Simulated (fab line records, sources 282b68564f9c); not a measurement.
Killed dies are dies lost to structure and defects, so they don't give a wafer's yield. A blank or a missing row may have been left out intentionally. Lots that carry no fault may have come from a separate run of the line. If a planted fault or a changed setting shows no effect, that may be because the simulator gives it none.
Problem report in the 8D (eight disciplines) form, filled by code -- flow rit cmos -- the parts of the form that need people (team, actions taken, sign-off) are left out

== 1. PROBLEM STATEMENT ==
Mean NWELL_RS at RIT_WELLDRIVE_RS_MEAS_01: 286.6 ohm/sq over 6 wafers in 2 lots; fault-free wafers: 275.9 ohm/sq, standard deviation 0.65. That puts it +16 standard deviations away from the usual mean.
The step: measures by four-point-probe.
First seen on wafer L599.1, day 3 13:27, on film metro-02. At this step, 42 wafers from 14 lots have a number in the record. The rule behind "out" and "out of limits": a value lying over 4 standard deviations away from the usual mean. Any other wafer with a number is counted as sound.

== 2. WHAT THIS IS AND IS NOT ==
question,is,is not
which readings at this step,NWELL_RS,-
which lots,"L599, L600","L594, L595, L596, L598, L601, L602, L609, L610, L613, L614, L616, L617"
which wafers of those lots,all that have a number,-
read on which gauges,"film metro-01, film metro-02",film metro-03
when,from day 3 13:27,"up to then (12 sound wafers); but 24 sound wafers of L601, L602, L609, L610, L613, L614, L616, L617 came after"

== 3. THE SUSPECTS, EACH WITH WHAT RULES IT OUT ==
Counting: a tool stays on the suspect list if, at a process step up to the reading, it processed all lots that are out and no sound lot following the first of them.
- the gauge at RIT_WELLDRIVE_RS_MEAS_01 is ruled out. The wafers that are out were read on 2 gauges (film metro-01, film metro-02).
- furnace-01 at RIT_WELLDRIVE_ANNEAL_00 (time 14700 s): ruled out as a lasting fault. Sound lots L617 ran on it after its first lot that is out, L599 (day 3 08:22).
Left after counting: nothing in the record.

== 4. THE CAUSE (what the simulator had put in) ==
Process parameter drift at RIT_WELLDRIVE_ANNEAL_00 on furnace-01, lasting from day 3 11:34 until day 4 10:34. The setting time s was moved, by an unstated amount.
Counting ruled it out, wrongly: the rule takes a fault to strike every lot that its tool runs from its start on, and this one did not.

== 5. THE EFFECT CHAIN, in route order ==
Each row: a reading where the mean over the struck wafers with a number is more than 3 standard deviations away from the usual. Only readings whose record carries a usual standard deviation are examined. hours: median over the lots of the time between each lot's start at the first step of this table that gives one and its start at this step. sigmas: the change, counted in usual standard deviations.
hours,step,reading,usual,on struck wafers,change,sigmas
0,RIT_WELLDRIVE_ANNEAL_00,run length s,18269 s,15340,-2930,-99 or more
5,RIT_WELLDRIVE_RS_MEAS_01,NWELL_RS,275.9 ohm/sq,286.6,+10.7,+16
5,RIT_WELLDRIVE_RS_MEAS_02,PWELL_RS,430.1 ohm/sq,440.6,+10.5,+9.5
Its process steps:
- RIT_WELLDRIVE_ANNEAL_00: time 14700 s.
Later steps that measure or inspect, where all struck wafers having a row at the step show a number for every such reading and not one has moved that far: RIT_M1_THK_MEAS_02, RIT_M1_CD_MEAS_09.

== 6. WHAT WOULD HAVE CAUGHT IT SOONER ==
The first out-of-limits reading at a measuring or inspecting step in this record came at day 3 13:27, 2 hours after the fault's start at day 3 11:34.
The tool's own readings at RIT_WELLDRIVE_ANNEAL_00 were out on every struck wafer that the step has a row for (run length s): an alarm limit on them would have fired on the first of those.
